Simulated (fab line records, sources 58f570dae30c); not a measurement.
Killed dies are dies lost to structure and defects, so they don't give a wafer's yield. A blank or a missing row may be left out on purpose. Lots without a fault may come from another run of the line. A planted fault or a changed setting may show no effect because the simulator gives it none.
Split-lot experiment | flow berkeley_cmos170 | 5 lots, 23 wafers read, on a route of 331 steps

THE SPLIT
At UCB170_NSD_PEB_04, the setting peb_temp_c was moved away from the recipe's 130 C on 6 of the 23 wafers read, by -1.8% to +2.0%. The other wafers ran this setting at the recipe's value.

FROM THE SPLIT TO THE READING: what the file shows between them, 1 step
- UCB170_NSD_DEVELOP_05: develop time 45 s

THE READING
cd_nm, in nm, at UCB170_NSD_CD_MEAS_06 (target cd 1200 nm). Fault-free wafers of this fab line usually give 1200.3 nm, standard deviation 1.5 nm.

wafer  | tool, chamber at the split | peb_temp_c as run, C | against the recipe | cd_nm, nm | against lot-mates on the recipe
L074.1 | litho_track-03, 0          | 130                  | recipe             | 1201.4    | -
L074.2 | litho_track-03, 0          | 130                  | recipe             | 1201.7    | -
L074.3 | litho_track-03, 0          | 130                  | recipe             | 1202.3    | -
L074.5 | litho_track-03, 0          | 130                  | recipe             | 1200.8    | -
L074.6 | litho_track-03, 0          | 130                  | recipe             | 1202.4    | -
L077.1 | litho_track-02, 0          | 132.6                | +2.0%              | 1217.8    | +16.5
L077.2 | litho_track-02, 0          | 130                  | recipe             | 1201.1    | -
L077.3 | litho_track-02, 0          | 132.6                | +2.0%              | 1216.7    | +15.5
L077.4 | litho_track-02, 0          | 130                  | recipe             | 1201.4    | -
L077.5 | litho_track-02, 0          | 132.6                | +2.0%              | 1217.2    | +16.0
L078.1 | litho_track-03, 0          | 130                  | recipe             | 1199.7    | -
L078.2 | litho_track-03, 0          | 130                  | recipe             | 1200.1    | -
L078.4 | litho_track-03, 0          | 130                  | recipe             | 1198.7    | -
L078.5 | litho_track-03, 0          | 130                  | recipe             | 1200.4    | -
L078.6 | litho_track-03, 0          | 130                  | recipe             | 1198.5    | -
L080.2 | litho_track-03, 0          | 130                  | recipe             | 1200.8    | -
L080.3 | litho_track-03, 0          | 130                  | recipe             | 1201.4    | -
L080.4 | litho_track-03, 0          | 127.7                | -1.8%              | 1183.0    | -18.1
L080.5 | litho_track-03, 0          | 127.7                | -1.8%              | 1182.6    | -18.5
L080.6 | litho_track-03, 0          | 127.7                | -1.8%              | 1183.5    | -17.6
L084.2 | litho_track-02, 0          | 130                  | recipe             | 1198.4    | -
L084.4 | litho_track-02, 0          | 130                  | recipe             | 1198.4    | -
L084.5 | litho_track-02, 0          | 130                  | recipe             | 1198.5    | -

THE FIT
A straight line over all 23 wafers: cd_nm changes by +9.04 nm for each +1% of peb_temp_c; r = +0.99; the points scatter about the line by 1.4 nm.
The same after taking each lot's own level away (the mean of its wafers on the recipe; 23 wafers): +8.98 nm for each +1%; r = +0.99; scatter 1.1 nm.
On that fit, the largest move of peb_temp_c shifts the reading by 18 nm.
The lots' own levels span 1198.43 to 1201.72 nm, that is 2.2 times the standard deviation above.
So the lot-to-lot level changes the slope little: the two slopes agree.
Check: with one of the wafers moved furthest among these (+2.0%) left out of the fit, the line predicts +17.7 nm for it against its lot-mates. It came out at +16.5 nm against them.

OTHER SPLITS ON THESE WAFERS
These wafers also went through other splits before the reading. Each is held against what the fit with the lots' levels taken away leaves over:
other split on the same wafers | wafers away from the commonest value | r with cd_nm (lot level and that fit taken away)
UCB170_SPACER_CVD_00 time_s    | 10                                   | -0.41

THE FILE'S OWN FIT
cd_nm changes by +8.96 nm for each +1% of peb_temp_c, r = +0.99.
